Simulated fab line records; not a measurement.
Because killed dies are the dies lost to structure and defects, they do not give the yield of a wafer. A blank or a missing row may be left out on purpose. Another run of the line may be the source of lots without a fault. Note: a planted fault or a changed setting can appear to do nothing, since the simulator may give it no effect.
fab line records	flow rit-cmos
record: lots: 14	wafers: 42	last-day: 7
route steps=202 shown GATE@96 PLDD@120 NSD@137 M1@192
lots that met no fault: taken from a fault-free run of the same line
start-h: start of the lot's first displayed wafer, in hours after the record's first day	wait-h: how many hours have passed since the lot's step before this one	" as in the row above	L1.1+2: a row that stands for several wafers	- either no value or no given start	* or withheld: withheld	< > ~ a bound
route shown NAME@n: NAME is a module with steps in the file, n the number in the route of the first one	usual: mean and standard deviation over wafers with no fault	same: alike in all rows	chamber/n: place in a boat	sites: per-site readings	_std_site: standard deviation of those values	_edge_site: inner sites' mean taken away from outer sites' mean	radius-mm: how far each site lies from the wafer's centre	mask NAME#n: copy n	behind: the last tool/chamber to shape the wafer	hold: cause of the lot's hold/its duration in hours/its outcome	device: the n, p or np transistor that did not switch	end of line: tests run on the same wafers once the route is complete	a step with no rows: only its recipe	killed: dies that structure and defects cost at the first sort, which is not the same as the wafer's yield	map: the dies of a wafer, with x for killed, . for not killed, _ for no die there
set.NAME: the setting as run; set.NAME@STEP: as run at that earlier step	model.NAME: the simulator's own value behind a step, which no gauge read
a sample of lots followed through the steps of the route, with each step as a table and each wafer as a row
services: when a tool's chamber went out of use (start-h, in hours from the record's first day, below 0 if earlier), for how many hours, and the reason
== steps ==
step: RIT_GATE_STRIP_20
recipe: chemistry: O2	time-s: 180	resist: NOVOLAK	platen-temp-c: withheld	power-w: 500	pressure-mtorr: 4000	o2-flow-sccm: 4000
usual: drypump-motor-current-A: 5.6/0.36
lot.wafer	tool	chamber	start-h	wait-h	drypump-motor-current-A	rf-hours-counter-h
L809.2	plasma-asher-03	1	46.17	0.1	5.2	39
L809.5	"	0	"	"	5.5	-
L809.6	"	1	"	"	5.2	-
L810.1	plasma-asher-02	1	53.64	0.1	5.8	41
L810.4	"	0	"	"	5.5	-
L810.5	"	0	"	"	5.5	-
L811.1	plasma-asher-03	0	60.45	0.1	5.5	40
L811.3	"	0	"	"	5.5	-
L811.6	"	1	"	"	5.2	-
L814.2	plasma-asher-01	1	72.22	0.1	5.5	43
L814.4	"	1	"	"	5.5	-
L814.6	"	0	"	"	6.3	-
L815.4	plasma-asher-02	1	73.55	0.1	5.8	-
L815.5	"	0	"	"	5.5	-
L815.6	"	1	"	"	5.8	-
L817.1	plasma-asher-03	1	86.94	0.1	5.1	44
L817.3	"	1	"	"	5.2	-
L817.4	"	0	"	"	5.5	-
L820.1	plasma-asher-03	0	101.48	0.1	5.5	45
L820.4	"	1	"	"	5.2	-
L820.5	"	0	"	"	5.5	-
L822.3	plasma-asher-01	1	108.01	0.1	5.5	-
L822.5	"	1	"	"	5.5	-
L822.6	"	0	"	"	6.3	-
L825.3	plasma-asher-01	1	127.19	0.1	5.5	-
L825.4	"	0	"	"	6.2	-
L825.6	"	0	"	"	6.3	-
L826.1	plasma-asher-01	1	133.08	0.1	5.5	50
L826.2	"	0	"	"	6.2	50
L826.3	"	0	"	"	6.3	-
L827.3	plasma-asher-03	0	135.55	0.1	5.6	-
L827.5	"	1	"	"	5.2	-
L827.6	"	0	"	"	5.6	-
L828.1	plasma-asher-03	0	141.64	0.1	5.5	2
L828.3	"	0	"	"	5.5	-
L828.5	"	1	"	"	5.2	-
L829.1	plasma-asher-02	0	146.84	0.1	5.5	52
L829.4	"	0	"	"	5.5	-
L829.5	"	0	"	"	5.5	-
L831.1	plasma-asher-01	0	156.68	0.1	6.2	52
L831.4	"	1	"	"	5.5	-
L831.5	"	0	"	"	6.2	-
step: RIT_PLDD_OVL_MEAS_06
usual: PLDD_OVL: -0.7/1.4
lot.wafer	tool	chamber	start-h	wait-h	PLDD_OVL[nm]
L809.2	overlay-01	-	55.05	-	1.4
L809.5	"	-	"	"	0.3
L809.6	"	-	"	"	-0.7
L810.1	overlay-01	-	59.63	-	0.4
L810.4	"	-	"	"	-0.1
L810.5	"	-	"	"	-0.2
L811.1	overlay-02	-	67.55	-	-0.5
L811.3	"	-	"	"	-0.4
L811.6	"	-	"	"	0.3
L814.2	overlay-02	-	77.77	-	-0.6
L814.4	"	-	"	"	-1.3
L814.6	"	-	"	"	-0.5
L815.4	overlay-02	-	80.57	-	2.0
L815.5	"	-	"	"	1.5
L815.6	"	-	"	"	1.5
L817.1	overlay-02	-	92.64	-	-3.0
L817.3	"	-	"	"	0.0
L817.4	"	-	"	"	-1.2
L820.1	overlay-02	-	107.25	-	-0.6
L820.4	"	-	"	"	0.1
L820.5	"	-	"	"	-0.2
L822.3	overlay-01	-	113.65	-	-2.3
L822.5	"	-	"	"	-3.3
L822.6	"	-	"	"	-3.9
L825.3	overlay-01	-	134.31	-	-0.3
L825.4	"	-	"	"	-0.1
L825.6	"	-	"	"	-2.0
L826.1	overlay-02	-	138.81	-	-2.1
L826.2	"	-	"	"	-2.4
L826.3	"	-	"	"	-4.5
L827.3	overlay-02	-	141.27	-	0.2
L827.5	"	-	"	"	1.3
L827.6	"	-	"	"	-0.9
L828.1	overlay-01	-	149.16	-	-1.1
L828.3	"	-	"	"	0.1
L828.5	"	-	"	"	-1.1
L829.1	overlay-02	-	153.97	-	1.2
L829.4	"	-	"	"	0.4
L829.5	"	-	"	"	-0.9
L831.1	overlay-02	-	163.26	-	1.0
L831.4	"	-	"	"	0.7
L831.5	"	-	"	"	-1.5
step: RIT_NSD_OVL_MEAS_06
usual: NSD_OVL: -0.6/1.5
lot.wafer	tool	chamber	start-h	wait-h	NSD_OVL[nm]
L809.2	overlay-01	-	59.36	-	-2.3
L809.5	"	-	"	"	1.2
L809.6	"	-	"	"	1.9
L810.1	overlay-02	-	63.56	-	-2.2
L810.4	"	-	"	"	-1.9
L810.5	"	-	"	"	-2.1
L811.1	overlay-02	-	71.61	-	2.5
L811.3	"	-	"	"	2.5
L811.6	"	-	"	"	2.1
L814.2	overlay-02	-	81.75	-	0.9
L814.4	"	-	"	"	-0.2
L814.6	"	-	"	"	0.6
L815.4	overlay-02	-	85.08	-	1.4
L815.5	"	-	"	"	1.7
L815.6	"	-	"	"	-1.5
L817.1	overlay-02	-	97.52	-	-1.4
L817.3	"	-	"	"	0.7
L817.4	"	-	"	"	-2.2
L820.1	overlay-01	-	111.35	-	-0.3
L820.4	"	-	"	"	1.7
L820.5	"	-	"	"	0.0
L822.3	overlay-01	-	117.71	-	2.1
L822.5	"	-	"	"	-2.1
L822.6	"	-	"	"	1.7
L825.3	overlay-01	-	138.35	-	0.2
L825.4	"	-	"	"	-2.2
L825.6	"	-	"	"	-2.7
L826.1	overlay-02	-	142.85	-	0.9
L826.2	"	-	"	"	-1.3
L826.3	"	-	"	"	1.0
L827.3	overlay-01	-	145.35	-	-3.4
L827.5	"	-	"	"	-2.6
L827.6	"	-	"	"	-3.7
L828.1	overlay-02	-	153.09	-	0.8
L828.3	"	-	"	"	0.2
L828.5	"	-	"	"	0.4
L829.1	overlay-01	-	158.27	-	-2.5
L829.4	"	-	"	"	-1.5
L829.5	"	-	"	"	-0.3
L831.1	overlay-01	-	167.30	-	-0.6
L831.4	"	-	"	"	0.4
L831.5	"	-	"	"	0.2
step: RIT_M1_DEVELOP_08
recipe: resist: NOVOLAK	develop-time-s: 65.48	dev-temp-c: 23
usual: chill-plate-temp-C: 22.99/0.11	develop-time-s: 65.48/0
lot.wafer	tool	chamber	start-h	wait-h	chill-plate-temp-C	develop-time-s
L809.2	litho-track-01	0	66	-	22.98	65.48
L809.5	"	0	"	"	23.22	65.48
L809.6	"	0	"	"	22.95	65.48
L810.1	litho-track-03	0	70	-	23.14	65.48
L810.4	"	0	"	"	23.07	65.48
L810.5	"	0	"	"	23.16	65.48
L811.1	litho-track-04	0	78	-	22.83	65.48
L811.3	"	0	"	"	22.98	65.48
L811.6	"	0	"	"	22.91	65.48
L814.2	litho-track-03	0	89	-	22.86	65.48
L814.4	"	0	"	"	23.08	65.48
L814.6	"	0	"	"	22.97	65.48
L815.4	litho-track-04	0	92	-	22.87	65.48
L815.5	"	0	"	"	22.98	65.48
L815.6	"	0	"	"	22.99	65.48
L817.1	litho-track-04	0	104	-	23.03	65.48
L817.3	"	0	105	-	23.11	65.48
L817.4	"	0	"	"	23.15	65.48
L820.1	litho-track-04	-	118	-	-	-
L820.4	"	-	"	"	-	-
L820.5	"	-	"	"	-	-
L822.3	litho-track-03	-	125	-	-	-
L822.5	"	-	"	"	-	-
L822.6	"	-	"	"	-	-
L825.3	litho-track-03	0	145	-	22.93	65.48
L825.4	"	0	"	"	22.88	65.48
L825.6	"	0	"	"	22.73	65.48
L826.1	litho-track-03	0	150	-	22.85	65.48
L826.2	"	0	"	"	23.03	65.48
L826.3	"	0	"	"	23.09	65.48
L827.3	litho-track-03	0	152	-	22.93	65.48
L827.5	"	0	"	"	22.86	65.48
L827.6	"	0	"	"	22.82	65.48
L828.1	litho-track-04	0	160	-	22.98	65.48
L828.3	"	0	"	"	22.87	65.48
L828.5	"	0	"	"	23.00	65.48
L829.1	litho-track-04	0	165	-	22.93	65.48
L829.4	"	0	"	"	22.95	65.48
L829.5	"	0	"	"	22.97	65.48
L831.1	litho-track-04	0	174	-	22.89	65.48
L831.4	"	0	"	"	22.72	65.48
L831.5	"	0	"	"	22.87	65.48
== services ==
tool	chamber	start-h	hours	kind
plasma-asher-03	-	108.75	9.0	pm
plasma-asher-03	0	108.75	9.0	vent-cycle
plasma-asher-03	1	108.75	9.0	vent-cycle
plasma-asher-03	0	117.75	-	clean
plasma-asher-03	1	117.75	-	clean
plasma-asher-02	-	128.20	0.5	repair
plasma-asher-03	-	138.30	0.8	repair
plasma-asher-03	-	142.61	4.9	repair
plasma-asher-02	-	154.47	3.4	repair
plasma-asher-02	-	166.13	0.9	repair
== key ==
first-sign: step: RIT_M1_DEVELOP_08	reading: tool-record	direction: missing
effect none on later readings
met-at RIT_M1_DEVELOP_08
struck-lots L820,L822
later-rows-left-out L820.1,L820.4,L820.5,L822.3,L822.5,L822.6
sort-left-out L820.1,L820.4,L820.5,L822.3,L822.5,L822.6
not-acting-at RIT_GATE_STRIP_20,RIT_PLDD_OVL_MEAS_06,RIT_NSD_OVL_MEAS_06
onset-between 104 118
fault: kind: skipped-step-whole	tool: litho-track-01,litho-track-03,litho-track-04	chamber: -	onset-h: 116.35	steps: RIT_M1_DEVELOP_08	scope: struck-lots-only
sort-left-out: the simulated sort isn't trusted on such a fault, so these wafers' sort isn't shown, and their yield isn't known
later-rows-left-out: the simulator's readings of these wafers behind a module that went badly wrong aren't trusted and aren't shown, but for the sort
